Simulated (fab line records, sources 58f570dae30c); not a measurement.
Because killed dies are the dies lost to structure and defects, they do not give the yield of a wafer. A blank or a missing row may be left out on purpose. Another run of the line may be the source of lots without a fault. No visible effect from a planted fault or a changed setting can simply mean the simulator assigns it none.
Problem report, 8D (eight disciplines) form, completed by code ; flow berkeley cmos170 ; the parts of the form that need people (team, actions taken, sign-off) are left out

1. PROBLEM STATEMENT
GATE_OXIDE_THK at UCB170_GATE_THK_MEAS_02 reads a mean of 5.06 nm on 6 wafers of 2 lots; wafers without a fault read 6.61 nm with a standard deviation of 0.11. Measured from the usual mean, that is -14 standard deviations.
Seen first at day 8 11:25 on film metro-03, wafer L123.1. At this step, 42 wafers from 14 lots have a number in the record. Rule for "out", or "out of limits": more than 4 standard deviations from the usual mean. Any other wafer with a number is counted as sound.

2. WHAT IT IS; WHAT IT IS NOT
question;is;is not
which readings at this step;GATE_OXIDE_THK;-
which lots;L123, L124;L112, L114, L115, L116, L117, L118, L119, L125, L128, L129, L134, L135
which wafers of those lots;all that have a number;-
read on which gauges;film metro-03, film metro-04;film metro-02
when;from day 8 11:25;"up to then (21 sound wafers); but 15 sound wafers of L125, L128, L129, L134, L135 came after"

3. THE SUSPECTS, EACH WITH WHAT RULES IT OUT
Counting: any tool at a process step up to the reading is kept as a suspect provided that every lot that is out went through it and no sound lot did after the first of them.
- the gauge at UCB170_GATE_THK_MEAS_02: ruled out. Those wafers that are out were read across 2 gauges (film metro-03, film metro-04).
- furnace-01 at UCB170_GATE_OXIDATION_01 (target thk 6.6 nm, ox time 1800 s): kept. It ran every lot that is out, first L123 (day 8 09:55), and no sound lot after that; its last sound lot up to then is L118 (day 7 09:48). On those wafers its own readings are out: spike tc centre C, spike tc load C, spike tc source C, tube center temp C, tube_center_temp_C_max.
Remaining after the count: furnace-01 at UCB170_GATE_OXIDATION_01.

4. THE CAUSE (what the simulator had put in)
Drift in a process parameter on furnace-01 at UCB170_GATE_OXIDATION_01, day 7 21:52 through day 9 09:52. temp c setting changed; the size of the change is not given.
Counting left only this tool.

5. SEQUENCE OF EFFECTS, ordered by route
One row per reading whose mean, taken over the struck wafers that have a number, lies over 3 standard deviations from the usual. Only readings whose record carries a usual standard deviation are examined. hours: median over the lots of the time between each lot's start at the first step of this table that gives one and its start at this step. sigmas: the change, counted in usual standard deviations.
hours;step;reading;usual;on struck wafers;change;sigmas
0;UCB170_GATE_OXIDATION_01;spike tc centre C;853.2 C;834.2;-19.0;-15
0;UCB170_GATE_OXIDATION_01;spike tc load C;872.6 C;852.5;-20.1;-18
0;UCB170_GATE_OXIDATION_01;spike tc source C;871.0 C;851.3;-19.7;-9.8
0;UCB170_GATE_OXIDATION_01;tube center temp C;850 C;830;-20;-99 or more
0;UCB170_GATE_OXIDATION_01;tube_center_temp_C_max;852.2;831.9;-20.3;-55
2;UCB170_GATE_THK_MEAS_02;GATE_OXIDE_THK;6.61 nm;5.06;-1.55;-14
Process steps it contains:
- UCB170_GATE_OXIDATION_01: target thk 6.6 nm, ox time 1800 s.

6. HOW IT WOULD HAVE BEEN CAUGHT EARLIER
14 hours passed between the start of the fault at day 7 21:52 and the first reading out of limits at a measuring or inspecting step in this record, taken at day 8 11:25.
At UCB170_GATE_OXIDATION_01, the tool's own readings (spike tc centre C, spike tc load C, spike tc source C, tube center temp C, tube_center_temp_C_max) were out on each struck wafer the step has a row for, so an alarm limit on them would have fired on the first such wafer.
All the lots that are out (2) had begun UCB170_GATE_OXIDATION_01 on furnace-01 by day 8 11:25. Had the tool been put on hold then, not one of them would have been saved.
